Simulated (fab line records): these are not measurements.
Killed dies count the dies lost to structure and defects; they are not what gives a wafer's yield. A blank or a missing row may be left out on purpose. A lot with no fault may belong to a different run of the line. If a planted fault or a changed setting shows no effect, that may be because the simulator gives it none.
Which tool did it?	flow rit_cmos	14 lots, 42 wafers sampled, at 6 steps of a route of 202

== WHAT THE GAUGES SHOWED, per wafer ==
RIT_ACTIVE_BOW_MEAS_00. Usual: INCOMING_BOW typically reads 0 um, with standard deviation 6.
lot	measured	on	INCOMING_BOW (um)	flag
L495	day 1 15:00	film_metro-01	-7 -6 -5	
L496	day 1 20:00	film_metro-01	-11 5 -1	
L497	day 2 01:00	film_metro-01	10 4 7	
L498	day 2 06:02	film_metro-04	1 -9 10	
L499	day 2 11:01	film_metro-04	-1 3 9	
L500	day 2 16:02	film_metro-03	1 9 -5	
L501	day 2 21:02	film_metro-03	0 4 4	
L503	day 3 07:02	film_metro-01	9 1 7	
L505	day 3 17:00	film_metro-03	7 -2 0	
L508	day 4 08:00	film_metro-03	2 1 10	
L510	day 4 18:00	film_metro-01	9 -9 -4	
L511	day 4 23:01	film_metro-04	2 8 -4	
L512	day 5 04:00	film_metro-04	3 8 0	
L517	day 6 05:02	film_metro-01	-6 2 -5	

RIT_PWELL_TW_MEAS_10. Usual: PWELL_TW typically reads 946, with standard deviation 9.1.
lot	measured	on	PWELL_TW	flag
L495	day 2 05:01	film_metro-02	937 941 935	
L496	day 2 09:07	film_metro-01	955 959 954	
L497	day 2 15:28	film_metro-04	944 941 944	
L498	day 2 19:49	film_metro-02	943 942 939	
L499	day 2 23:34	film_metro-01	965 954 965	
L500	day 3 06:12	film_metro-04	945 939 944	
L501	day 3 10:08	film_metro-02	935 933 933	
L503	day 3 19:34	film_metro-04	946 943 941	
L505	day 4 06:23	film_metro-02	948 944 948	
L508	day 4 21:49	film_metro-02	939 946 942	
L510	day 5 07:41	film_metro-02	941 941 947	
L511	day 5 11:53	film_metro-02	945 936 945	
L512	day 5 16:25	film_metro-02	943 945 945	
L517	day 6 17:46	film_metro-04	945 941 942	

RIT_PLDD_TW_MEAS_10. Usual: PLDD_TW typically reads 2336, with standard deviation 23.
lot	measured	on	PLDD_TW	flag
L495	day 3 01:37	film_metro-04	2325 2338 2333	
L496	day 3 05:05	film_metro-03	2334 2340 2321	
L497	day 3 13:42	film_metro-04	2323 2330 2342	
L498	day 3 16:46	film_metro-04	2327 2327 2335	
L499	day 3 21:55	film_metro-03	2344 2328 2333	
L500	day 4 02:33	film_metro-04	2304 2307 2311	
L501	day 4 07:41	film_metro-04	2316 2305 2303	
L503	day 4 17:10	film_metro-04	2322 2311 2311	
L505	day 5 05:40	film_metro-04	1458 1458 1458 1455 1458 1465	OFF
L508	day 5 18:28	film_metro-01	1504 1505 1505 1505 1505 1505	OFF
L510	day 6 03:34	film_metro-04	2326 2320 2329	
L511	day 6 08:07	film_metro-04	2328 2308 2332	
L512	day 6 14:53	film_metro-04	2319 2319 2331	
L517	day 7 15:03	film_metro-01	2373 2376 2379	

RIT_SDANNEAL_RS_MEAS_06: a four-point-probe measurement. Usual: PLDD_RS typically reads 178.6 ohm/sq, with standard deviation 0.38.
lot	measured	on	PLDD_RS (ohm/sq)	flag
L495	day 3 07:49	film_metro-04	178.6 179.0 179.3	
L496	day 3 11:46	film_metro-03	178.4 178.0 178.0	
L497	day 3 20:58	film_metro-01	178.7 178.4 178.9	
L498	day 4 00:05	film_metro-04	178.3 178.3 178.9	
L499	day 4 04:25	film_metro-04	179.1 178.6 179.2	
L500	day 4 10:02	film_metro-03	178.8 178.4 178.1	
L501	day 4 13:49	film_metro-04	179.0 178.9 178.7	
L503	day 4 23:44	film_metro-01	177.7 178.2 178.5	
L505	day 5 20:49	film_metro-04	610.1 607.0 608.8 609.7 607.2 608.6	OFF
L508	day 6 08:35	film_metro-04	591.7 584.0 589.7 591.8 584.9 592.2	OFF
L510	day 6 09:53	film_metro-04	178.3 178.1 179.0	
L511	day 6 14:31	film_metro-01	178.5 178.4 178.3	
L512	day 6 21:04	film_metro-04	178.9 178.8 179.0	
L517	day 7 21:29	film_metro-01	179.1 178.4 178.7	

== WHAT TOOL EACH LOT RAN ON (gives the tool, then ch and the chambers of the sampled wafers, and finally the start) ==
lot	RIT_PRETRO_STRIP_09	RIT_PLDD_IMPLANT_08
L495	plasma_asher-03 ch 0,1, day 2 13:19	implanter-02 ch 0, day 3 01:17
L496	plasma_asher-02 ch 0,1, day 2 17:58	implanter-04 ch 0, day 3 04:46
L497	plasma_asher-02 ch 0,1, day 2 23:51	implanter-02 ch 0, day 3 13:23
L498	plasma_asher-01 ch 0,1, day 3 04:08	implanter-03 ch 0, day 3 16:28
L499	plasma_asher-02 ch 0,1, day 3 08:17	implanter-04 ch 0, day 3 21:37
L500	plasma_asher-02 ch 0,1, day 3 14:37	implanter-02 ch 0, day 4 02:15
L501	plasma_asher-02 ch 0,1, day 3 18:59	implanter-02 ch 0, day 4 07:23
L503	plasma_asher-02 ch 0,1, day 4 04:08	implanter-02 ch 0, day 4 16:52
L505	plasma_asher-02 ch 0,1, day 4 15:40	implanter-02 ch 0, day 5 05:20
L508	plasma_asher-01 ch 0,1, day 5 06:13	implanter-02 ch 0, day 5 18:08
L510	plasma_asher-02 ch 0,1, day 5 16:19	implanter-04 ch 0, day 6 03:14
L511	plasma_asher-03 ch 0,1, day 5 20:08	implanter-03 ch 0, day 6 07:49
L512	plasma_asher-03 ch 0,1, day 6 00:50	implanter-04 ch 0, day 6 14:33
L517	plasma_asher-01 ch 0,1, day 7 02:10	implanter-04 ch 0, day 7 14:46
- RIT_PRETRO_STRIP_09: strips in O2, time 180 s.
- RIT_PLDD_IMPLANT_08

== WHAT THE TOOLS THEMSELVES READ (means of the sampled wafers that have a number; where no wafer has one, the mark that the record gives instead) ==
RIT_PRETRO_STRIP_09. Usual: 5.7 A for drypump_motor_current_A, sd 0.32.
lot	tool	drypump_motor_current_A (A)	flag
L495	plasma_asher-03	5.7	
L496	plasma_asher-02	5.5	
L497	plasma_asher-02	5.7	
L498	plasma_asher-01	5.6	
L499	plasma_asher-02	5.5	
L500	plasma_asher-02	5.5	
L501	plasma_asher-02	5.5	
L503	plasma_asher-02	5.5	
L505	plasma_asher-02	5.7	
L508	plasma_asher-01	5.6	
L510	plasma_asher-02	5.5	
L511	plasma_asher-03	5.8	
L512	plasma_asher-03	5.6	
L517	plasma_asher-01	5.6	

RIT_PLDD_IMPLANT_08. Usual: dose_ions_cm2 9e+14, standard deviation 9.3e+11; end_station_pressure_torr 7.3e-06 Torr, standard deviation 3.6e-07; faraday_current_uA 2827, standard deviation 52.
lot	tool	dose_ions_cm2	end_station_pressure_torr (Torr)	faraday_current_uA	flag
L495	implanter-02	9e+14	7.6e-06	2888	
L496	implanter-04	9e+14	7.6e-06	2823	
L497	implanter-02	9e+14	7.2e-06	2818	
L498	implanter-03	9e+14	7.6e-06	2803	
L499	implanter-04	9e+14	7.1e-06	2814	
L500	implanter-02	9e+14	7.3e-06	2862	
L501	implanter-02	9e+14	7.3e-06	2792	
L503	implanter-02	9e+14	7.2e-06	2824	
L505	implanter-02	2e+14	5.7e-06	567	OFF
L508	implanter-02	2e+14	5.5e-06	560	OFF
L510	implanter-04	9e+14	7.5e-06	2831	
L511	implanter-03	9e+14	6.9e-06	2782	
L512	implanter-04	9e+14	7.4e-06	2864	
L517	implanter-04	9e+14	7.0e-06	2837	

== THE ANSWER, worked out from the rows above alone ==
Rule: a lot is off if the mean of its wafers that have a number lies more than 3 standard deviations from the usual mean. A lot without any number at a reading at which 4 lots or more have one is off too. Any other lot the step has rows for is counted as sound. After the gauges, taken in route order, come the tools' own readings; for these a lot's mean is taken, as printed above. The first step at which some lot is off is used, and at that step the reading that is off furthest; a lot without a number counts as furthest.
Off: L505, L508, seen at RIT_PLDD_TW_MEAS_10 (PLDD_TW).
A tool fits if, at a process step before that reading, it ran every lot that is off, and no sound lot after the first of them. Not tried: the gauges at RIT_PLDD_TW_MEAS_10; whatever is off there is also off at RIT_PLDD_IMPLANT_08, on other tools, and gauge error can't account for it. One fits: implanter-02 at RIT_PLDD_IMPLANT_08. A fault onset in the window from L503 (day 4 16:52, its last sound lot) to L505 (day 5 05:20, its first lot off) fits.
The tool's own readings at RIT_PLDD_IMPLANT_08 bear it out: on the lots that are off they differ by more than 5 times the standard deviation of the sound lots' means. dose_ions_cm2 reads 2e+14 there against 9e+14 on the sound lots; end_station_pressure_torr reads 5.6e-06 Torr there against 7.3e-06 Torr on the sound lots; faraday_current_uA reads 564 there against 2828 on the sound lots.

== WHAT HAD BEEN PUT IN BY THE SIMULATOR ==
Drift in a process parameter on implanter-02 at RIT_PLDD_IMPLANT_08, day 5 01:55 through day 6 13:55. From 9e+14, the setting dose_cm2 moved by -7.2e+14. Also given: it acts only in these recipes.
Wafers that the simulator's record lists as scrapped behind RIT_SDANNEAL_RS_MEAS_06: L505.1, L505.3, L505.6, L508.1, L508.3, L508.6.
Shown lots that were struck: L505, L508. Same finding as the rule above.
